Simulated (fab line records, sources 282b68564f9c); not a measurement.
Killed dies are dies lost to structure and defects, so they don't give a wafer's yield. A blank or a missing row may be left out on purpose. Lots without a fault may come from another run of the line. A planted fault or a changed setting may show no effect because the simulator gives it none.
A struck lot beside a sound one | flow rit_cmos | 13 steps out of a route of 202
Sound: wafers L742.3, L742.4, L742.5. Struck: wafers L729.1, L729.2, L729.4. The cause comes at the end.
At each step with rows: each side's tool, then ch and its chambers, then its first start. Under that, the readings that differ: sound wafers | struck wafers | difference of the means | sigmas: that difference in standard deviations of wafers without a fault.
alike: readings whose means differ by less than 2 such deviations, and words and numbers that are the same on both sides. not compared: withheld readings, readings that some wafer has no value for, bounds like >300 that may hide the same value, and numbers for which the record gives no deviation and whose values overlap.
The two part at a step that has a row with sigmas, a row that says differs or no value, or rows on one side only. Numbers that don't overlap but have no deviation are shown without sigmas and don't part them. A reading that every wafer of one side lacks parts them only if that side has two wafers or more.

first, 2 steps without rows for these wafers: RIT_PLDD_PEB_04; RIT_PLDD_DEVELOP_05 (develop time 50 s).
RIT_PLDD_OVL_MEAS_06:
  sound on overlay-01, day 6 12:10; struck on overlay-01, day 3 23:55
  alike: PLDD_OVL
then, 2 steps without rows for these wafers: RIT_PLDD_HARDBAKE_07 (time 60 s); RIT_PLDD_IMPLANT_08.
RIT_PLDD_STRIP_09: strips in O2, time 180 s.
  sound on plasma_asher-03 ch 0,1, day 6 12:35; struck on plasma_asher-04 ch 0,1, day 4 00:16
  alike: drypump_motor_current_A
  not compared: rf_hours_counter_h
RIT_PLDD_TW_MEAS_10:
  sound on film_metro-03, day 6 12:43; struck on film_metro-02, day 4 00:27
  alike: PLDD_TW
then, 4 steps without rows for these wafers: RIT_SPACER_CLEAN_00 (cleans in SC1, time 600 s); RIT_SPACER_CLEAN_01 (cleans in dHF, time 30 s); RIT_SPACER_CLEAN_02 (cleans in SC2, time 600 s); RIT_SPACER_CVD_03 (deposits Si3N4 from SiH2Cl2/NH3, target thk 250 nm, time 3300 s).
RIT_SPACER_THK_MEAS_04:
  sound on film_metro-01, day 6 15:39; struck on film_metro-01, day 4 03:27
  alike: SPACER_NITRIDE_THK
RIT_SPACER_ETCHBACK_05: etches Si3N4 in SF6/CHF3, stops on SiO2, target depth 250 nm, time 240 s.
  sound on rie_diel-04 ch 1,2,3, day 6 15:41; struck on rie_diel-04 ch 0,2, day 4 03:31
  no value came back on the struck wafers for any of 5 readings (CHF3_flow_sccm (sccm), SF6_flow_sccm (sccm) and others); on the sound wafers CHF3_flow_sccm (sccm) reads 30.14 30.12 30.05
  reading                                     | sound             | struck            | difference | sigmas
  model.poly-Si_of_GATE_CVD_08.thk_nm (nm)    | 169.8 170.1 172   | 234 234.1 231.1   | +62        |
  model.Si3N4_of_SPACER_CVD_03.thk_nm (nm)    | 195.2 192.7 194.6 | 246.9 251.4 247.1 | +54.3      |
  model.SiO2_of_FOX2_OXIDATION_00.thk_nm (nm) | 174.1 173.2 178.7 | 224.4 224.3 225.7 | +49.5      |
  not compared: rf_hours_counter_h

WHERE THEY PART
Only at RIT_SPACER_ETCHBACK_05, within this record.

WHY: what the simulator had put in
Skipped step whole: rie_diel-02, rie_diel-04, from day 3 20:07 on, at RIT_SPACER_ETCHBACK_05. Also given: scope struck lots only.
